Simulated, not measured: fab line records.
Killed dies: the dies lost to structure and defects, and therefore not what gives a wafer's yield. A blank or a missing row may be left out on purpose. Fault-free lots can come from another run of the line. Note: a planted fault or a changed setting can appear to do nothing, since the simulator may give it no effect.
Code-filled problem report in 8D (eight disciplines) form / flow berkeley cmos170 / the parts of the form that need people (team, actions taken, sign-off) are left out

## 1. THE PROBLEM
Mean WELLDRIVE_OXIDE_THK at UCB170_WELLDRIVE_THK_MEAS_02: 179 nm over 6 wafers in 2 lots; fault-free wafers: 198 nm, standard deviation 3.5. Relative to the usual mean, that is a shift of -5.3 standard deviations.
First seen on wafer L163.1, day 6 07:26, on film metro-01. At this step, 39 wafers from 13 lots have a number in the record. Rule for "out", or "out of limits": more than 4 standard deviations from the usual mean. The rest of the wafers with a number are treated as sound.

## 2. WHAT IT IS; WHAT IT IS NOT
question=which readings at this step; is=WELLDRIVE_OXIDE_THK; is not=-
question=which lots; is=L162, L163; is not=L151, L152, L153, L154, L155, L156, L157, L158, L159, L160, L161
question=which wafers of those lots; is=all that have a number; is not=-
question=read on which gauges; is=film metro-01, film metro-03; is not=film metro-02
question=when; is=from day 6 07:26; is not=up to then (33 sound wafers)

## 3. THE SUSPECTS, EACH WITH WHAT RULES IT OUT
Counting: a tool stays on the suspect list if, at a process step up to the reading, it processed all lots that are out and no sound lot following the first of them.
- the gauge at UCB170_WELLDRIVE_THK_MEAS_02: ruled out. Those wafers that are out were read across 2 gauges (film metro-01, film metro-03).
- furnace-01 at UCB170_WELLDRIVE_OXIDATION_01 (target thk 199 nm, ox time 9000 s): kept. It ran every lot that is out, first L162 (day 6 03:56), and no sound lot after that; its last sound lot up to then is L160 (day 5 20:06). On those wafers its own readings are out: spike tc centre C, spike tc load C, spike tc source C, tube center temp C, tube_center_temp_C_max.
Remaining after the count: furnace-01 at UCB170_WELLDRIVE_OXIDATION_01.

## 4. THE CAUSE (what the simulator had put in)
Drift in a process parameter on furnace-01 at UCB170_WELLDRIVE_OXIDATION_01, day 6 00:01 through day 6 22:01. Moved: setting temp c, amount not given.
The count eliminated every tool but this one.

## 5. THE CHAIN OF EFFECTS, in route order
One row per reading whose mean, taken over the struck wafers that have a number, lies over 3 standard deviations from the usual. Only readings whose record carries a usual standard deviation are examined. hours: median over the lots of the time between each lot's start at the first step of this table that gives one and its start at this step. sigmas: the change, counted in usual standard deviations.
hours=0; step=UCB170_WELLDRIVE_OXIDATION_01; reading=spike tc centre C; usual=1102.2 C; on struck wafers=1081.3; change=-20.9; sigmas=-17
hours=0; step=UCB170_WELLDRIVE_OXIDATION_01; reading=spike tc load C; usual=1130 C; on struck wafers=1113; change=-17; sigmas=-5.6
hours=0; step=UCB170_WELLDRIVE_OXIDATION_01; reading=spike tc source C; usual=1128.9 C; on struck wafers=1110.9; change=-18.0; sigmas=-8.6
hours=0; step=UCB170_WELLDRIVE_OXIDATION_01; reading=tube center temp C; usual=1100 C; on struck wafers=1080; change=-20; sigmas=-99 or more
hours=0; step=UCB170_WELLDRIVE_OXIDATION_01; reading=tube_center_temp_C_max; usual=1102.9; on struck wafers=1082.7; change=-20.2; sigmas=-44
hours=4; step=UCB170_WELLDRIVE_THK_MEAS_02; reading=WELLDRIVE_OXIDE_THK; usual=198 nm; on struck wafers=179; change=-19; sigmas=-5.3
It contains these process steps:
- UCB170_WELLDRIVE_OXIDATION_01: target thk 199 nm, ox time 9000 s.

## 6. WHAT WOULD HAVE CAUGHT IT SOONER
In this record the first reading out of limits at a measuring or inspecting step was taken at day 6 07:26, 7 hours after the fault began at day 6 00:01.
The tool's own readings at UCB170_WELLDRIVE_OXIDATION_01 were out on every struck wafer that the step has a row for (spike tc centre C, spike tc load C, spike tc source C, tube center temp C, tube_center_temp_C_max): an alarm limit on them would have fired on the first of those.
Each of the lots that are out, 2 in all, had begun UCB170_WELLDRIVE_OXIDATION_01 on furnace-01 no later than day 6 07:26. None of them would have been spared by holding the tool at that moment.
